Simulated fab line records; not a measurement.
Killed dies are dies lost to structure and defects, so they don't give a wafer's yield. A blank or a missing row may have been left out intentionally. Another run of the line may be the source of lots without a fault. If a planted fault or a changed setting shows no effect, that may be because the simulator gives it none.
Split-lot trial -- flow berkeley-cmos170 -- 27 wafers read across 5 lots, on a route 331 steps long

== THE SPLIT ITSELF ==
At UCB170_PWELL_ETCH_14 (etches Si3N4 in CH3F/Ar/O2, stops on SiO2, target depth 242 nm, time 151 s), the setting target-depth-a was moved away from the recipe's 2420 angstrom on 12 of the 27 wafers read, by -54.1% to +47.9%. For the rest of the wafers, this setting stayed at what the recipe calls for.

The reading is taken at the split's own step.

== THE READING ==
oes-product-au, in a.u., at UCB170_PWELL_ETCH_14 (etches Si3N4 in CH3F/Ar/O2, stops on SiO2, target depth 242 nm, time 151 s). Fault-free wafers of this fab line usually give 0.940 a.u., standard deviation 0.015 a.u.

wafer,"tool, chamber at the split","target-depth-a as run, angstrom",against the recipe,"oes-product-au, a.u.",against lot-mates on the recipe
L074.1,"rie-diel-02, 0",2031,-16.1%,0.968,+0.009
L074.2,"rie-diel-02, 2",2031,-16.1%,0.986,+0.027
L074.3,"rie-diel-02, 1",2420,recipe,0.966,-
L074.4,"rie-diel-02, 3",2420,recipe,0.948,-
L074.5,"rie-diel-02, 1",2420,recipe,0.963,-
L074.6,"rie-diel-02, 2",2031,-16.1%,0.987,+0.028
L075.1,"rie-diel-03, 1",3580,+47.9%,0.753,-0.194
L075.2,"rie-diel-03, 0",2420,recipe,0.944,-
L075.3,"rie-diel-03, 2",2420,recipe,0.949,-
L075.4,"rie-diel-03, 3",3580,+47.9%,0.768,-0.179
L075.5,"rie-diel-03, 3",3580,+47.9%,0.762,-0.185
L075.6,"rie-diel-03, 0",2420,recipe,0.947,-
L079.1,"rie-diel-02, 3",2420,recipe,0.933,-
L079.2,"rie-diel-02, 1",1110,-54.1%,1.036,+0.114
L079.3,"rie-diel-02, 2",1110,-54.1%,0.992,+0.070
L079.4,"rie-diel-02, 0",2420,recipe,0.902,-
L079.5,"rie-diel-02, 3",2420,recipe,0.932,-
L079.6,"rie-diel-02, 0",1110,-54.1%,0.971,+0.049
L080.2,"rie-diel-01, 1",2420,recipe,0.940,-
L080.3,"rie-diel-01, 3",2420,recipe,0.931,-
L080.4,"rie-diel-01, 0",2420,recipe,0.932,-
L082.1,"rie-diel-03, 2",3558,+47.0%,0.773,-0.169
L082.2,"rie-diel-03, 3",2420,recipe,0.936,-
L082.3,"rie-diel-03, 1",3558,+47.0%,0.760,-0.182
L082.4,"rie-diel-03, 0",3558,+47.0%,0.758,-0.184
L082.5,"rie-diel-03, 0",2420,recipe,0.944,-
L082.6,"rie-diel-03, 1",2420,recipe,0.947,-

THE FIT
A straight line over all 27 wafers: oes-product-au changes by -0.00263 a.u. for each +1% of target-depth-a; r = -0.91; the points scatter about the line by 0.036 a.u.
The same after taking each lot's own level away (the mean of its wafers on the recipe; 27 wafers): -0.00277 a.u. for each +1%; r = -0.94; scatter 0.031 a.u.
That fit puts the effect of the largest move of target-depth-a on the reading at 0.15 a.u.
The lots' own levels span 0.9223 to 0.9590 a.u., that is 2.4 times the standard deviation above.
Consequently the slope shifts little with the lot-to-lot level, the two slopes agreeing.
Check: for one of the wafers moved furthest among these (-54.1%), held out of the fit, the line's prediction against its lot-mates is +0.131 a.u. It came out at +0.114 a.u. against them.
Tool readings at the split's step, against how far the setting was moved: oes-product-au r = -0.91.

== THESE WAFERS: OTHER SPLITS ==
Note: prior to the reading, these wafers also went through further splits. Each is held against what the fit with the lots' levels taken away leaves over:
other split on the same wafers,wafers away from the commonest value,r with oes-product-au (lot level and that fit taken away)
UCB170_START_OXIDATION_02 ox-time-s,18,+0.06

== THE WHOLE CHAIN: every reading that the file lists as answering this split, in the file's order ==
step,what it does,reading,change (the file's fit),r (the file's)
UCB170_PWELL_ETCH_14,"etches Si3N4 in CH3F/Ar/O2, stops on SiO2, target depth 242 nm, time 151 s",oes-product-au,-0.00283 a.u. for each +1% of the setting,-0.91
UCB170_PWELL_ETCH_14,"etches Si3N4 in CH3F/Ar/O2, stops on SiO2, target depth 242 nm, time 151 s","etch.depth-nm (the simulator's own value, which no gauge read)","not straight: 110.7 at the lowest setting, 219.1 at the recipe, 218.3 at the highest",not given
UCB170_PWELL_ETCH_14,"etches Si3N4 in CH3F/Ar/O2, stops on SiO2, target depth 242 nm, time 151 s","KrF_of_PWELL_COAT_08.thk-nm (the simulator's own value, which no gauge read)",-1.58 nm for each +1% of the setting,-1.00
UCB170_PWELL_ETCH_14,"etches Si3N4 in CH3F/Ar/O2, stops on SiO2, target depth 242 nm, time 151 s","SiO2_of_PWELL_OXIDATION_02.thk-nm (the simulator's own value, which no gauge read)","not straight: 23.26 at the lowest setting, 22.11 at the recipe, 3.671 at the highest",not given
UCB170_PWELL_STRIP_16,strips in O2,strip-time-to-endpoint-s,withheld for each +1% of the setting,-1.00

== THE FILE'S OWN FIT ==
oes-product-au changes by -0.00283 a.u. for each +1% of target-depth-a, r = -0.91.
